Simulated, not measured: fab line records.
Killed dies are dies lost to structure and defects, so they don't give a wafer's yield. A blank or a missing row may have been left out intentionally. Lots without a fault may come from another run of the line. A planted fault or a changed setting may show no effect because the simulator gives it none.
One fault seen from 2 desks / flow berkeley cmos170 / every desk sees just its own numbers, and what lay behind them comes last

THE TOOL OWNER'S DESK: implanter-01
The tool's own readings at UCB170_PVT_IMPLANT_07, given as means over the sampled wafers that have a number, one for each lot that went through this tool. If a lot's mean is further than 4 standard deviations from the usual mean, the lot is out of limits and carries the mark OUT (the distance appears in the brackets).
Columns: A = dose ions cm2 at UCB170_PVT_IMPLANT_07, usual 1.9997e+12
lot=L821; first seen here=day 5 08:48; A=1.9993e+12
lot=L824; first seen here=day 6 06:35; A=1.9987e+12
lot=L826; first seen here=day 6 16:11; A=1.9983e+12
lot=L831; first seen here=day 8 01:05; A=2.0371e+12 (+19) OUT
lot=L835; first seen here=day 8 19:07; A=2.0372e+12 (+19) OUT
This desk's finding: out of limits on L831, L835; first on L831, day 8 01:05 (dose ions cm2 at UCB170_PVT_IMPLANT_07). L821, L824, L826 stayed within limits.

METROLOGY DESK
What the gauges read for every lot (on any tool): the sampled wafers with a number, averaged. If a lot's mean is further than 4 standard deviations from the usual mean, the lot is out of limits and carries the mark OUT (the distance appears in the brackets).
Columns: A = PWELL_NITRIDE_THK at UCB170_PWELL_THK_MEAS_06, usual 215.1 nm; B = FIELD_OXIDE_THK at UCB170_FIELD_THK_MEAS_02, usual 560 nm; C = cd nm at UCB170_PLDD_CD_MEAS_06, usual 1200.2 nm
lot=L821; first seen here=day 2 20:52; A=214.4; B=549; C=1200.1
lot=L822; first seen here=day 3 05:52; A=219.4; B=558; C=1200.8
lot=L823; first seen here=day 3 14:02; A=216.2; B=547; C=1197.8
lot=L825; first seen here=day 3 21:23; A=215.6; B=565; C=1199.5
lot=L824; first seen here=day 3 21:24; A=214.8; B=558; C=1201.8
lot=L826; first seen here=day 4 03:12; A=213.8; B=572; C=1199.8
lot=L829; first seen here=day 4 18:34; A=216.1; B=552; C=1201.1
lot=L831; first seen here=day 5 08:49; A=214.5; B=568; C=1199.7
lot=L835; first seen here=day 6 03:31; A=218.1; B=547; C=1200.7
lot=L837; first seen here=day 6 14:20; A=213.1; B=560; C=1198.8
lot=L839; first seen here=day 6 20:16; A=219.7; B=575; C=1201.4
lot=L838; first seen here=day 6 20:17; A=212.3; B=586; C=1200.0
lot=L842; first seen here=day 7 13:28; A=215.5; B=567; C=1199.5
lot=L843; first seen here=day 8 00:56; A=216.4; B=556; C=1199.8
Finding of this desk: none of the 14 lots has anything out of limits.

ALL TOGETHER
At day 8 01:05, on L831, L835, the tool owner's desk was in a position to raise an alarm.
At the metrology desk, nothing out of limits was observed.
The metrology desk has L831, L835 on record, within its limits.
The lots listed all ran UCB170_PVT_IMPLANT_07 on implanter-01.

WHAT THE SIMULATOR HAD INSERTED
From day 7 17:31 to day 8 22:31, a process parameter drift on implanter-01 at UCB170_PVT_IMPLANT_07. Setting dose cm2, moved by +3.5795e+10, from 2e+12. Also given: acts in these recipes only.
Shown lots that were struck: L831, L835.
Each desk's first reading out of limits, in hours after the fault started: the tool owner's desk, 8.
